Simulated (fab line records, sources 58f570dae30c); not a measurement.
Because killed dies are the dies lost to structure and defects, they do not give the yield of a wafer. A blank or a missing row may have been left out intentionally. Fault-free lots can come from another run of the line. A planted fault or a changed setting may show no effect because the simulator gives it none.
Which tool did it? ; flow berkeley_cmos170 ; 21 wafers from 7 lots sampled at 3 of the route's 331 steps

## WHAT THE GAUGES SHOWED, per wafer
UCB170_SDANNEAL_RS_MEAS_05: the measuring method here is four-point-probe.
lot;measured;on;NLDD_RS (ohm/sq)
L860;day 7 04:08;film_metro-02;614.8 614.2 617.1
L863;day 7 23:25;film_metro-01;616.8 615.5 616.3
L868;day 9 03:59;film_metro-01;618.4 617.5 618.7
L871;day 9 13:21;film_metro-01;616.2 616.5 615.4
L872;day 10 06:32;film_metro-01;615.6 615.5 615.4
L878;day 11 05:37;film_metro-02;578.0 579.4 579.6
L881;day 12 01:34;film_metro-02;581.0 581.3 579.9

## TOOL THAT RAN EACH LOT (tool first, then ch and the chambers of the sampled wafers, then the start)
lot;UCB170_NLDD_IMPLANT_08;UCB170_BACKSIDE_STRIP_03
L860;implanter-02 ch 0, day 6 15:02;plasma_asher-04 ch 0,1, day 7 03:22
L863;implanter-04 ch 0, day 7 09:37;plasma_asher-04 ch 0,1, day 7 19:27
L868;implanter-02 ch 0, day 8 17:28;plasma_asher-04 ch 0,1, day 9 03:13
L871;implanter-01 ch 0, day 9 00:41;plasma_asher-02 ch 0,1, day 9 12:31
L872;implanter-02 ch 0, day 9 15:50;plasma_asher-02 ch 0,1, day 10 05:45
L878;implanter-01 ch 0, day 10 16:40;plasma_asher-04 ch 0,1, day 11 03:20
L881;implanter-01 ch 0, day 11 14:23;plasma_asher-04 ch 0,1, day 11 23:56
- UCB170_NLDD_IMPLANT_08
- UCB170_BACKSIDE_STRIP_03: strips in O2.

## THE ANSWER, worked out from the rows above alone
Rule: the lots themselves supply what counts as usual. Put in order of their means at a reading, lots are off if they are a third of the lots or fewer, leave a main group of 4 or more, and stand apart from it by a gap of 3 or more times the standard deviation of the main group's means; of several such gaps the widest counts. A main group whose means are all the same, to the digits that the tables above print for the reading, isn't used. Also off: a lot with no number at a reading for which 4 or more lots have one. Any other lot the step has rows for is counted as sound.
Off: L878, L881, seen at UCB170_SDANNEAL_RS_MEAS_05 (NLDD_RS). The main group has a mean of 616.3 ohm/sq with a standard deviation of 1.
If a tool, at a process step before that reading, ran all the lots that are off and no sound lot after the first of them, it fits. The gauges at UCB170_SDANNEAL_RS_MEAS_05 are tried like those tools. Can't be told from this: 3 tools fit, implanter-01 at UCB170_NLDD_IMPLANT_08, plasma_asher-04 at UCB170_BACKSIDE_STRIP_03, film_metro-02 at UCB170_SDANNEAL_RS_MEAS_05.

## WHAT THE SIMULATOR HAD PUT IN
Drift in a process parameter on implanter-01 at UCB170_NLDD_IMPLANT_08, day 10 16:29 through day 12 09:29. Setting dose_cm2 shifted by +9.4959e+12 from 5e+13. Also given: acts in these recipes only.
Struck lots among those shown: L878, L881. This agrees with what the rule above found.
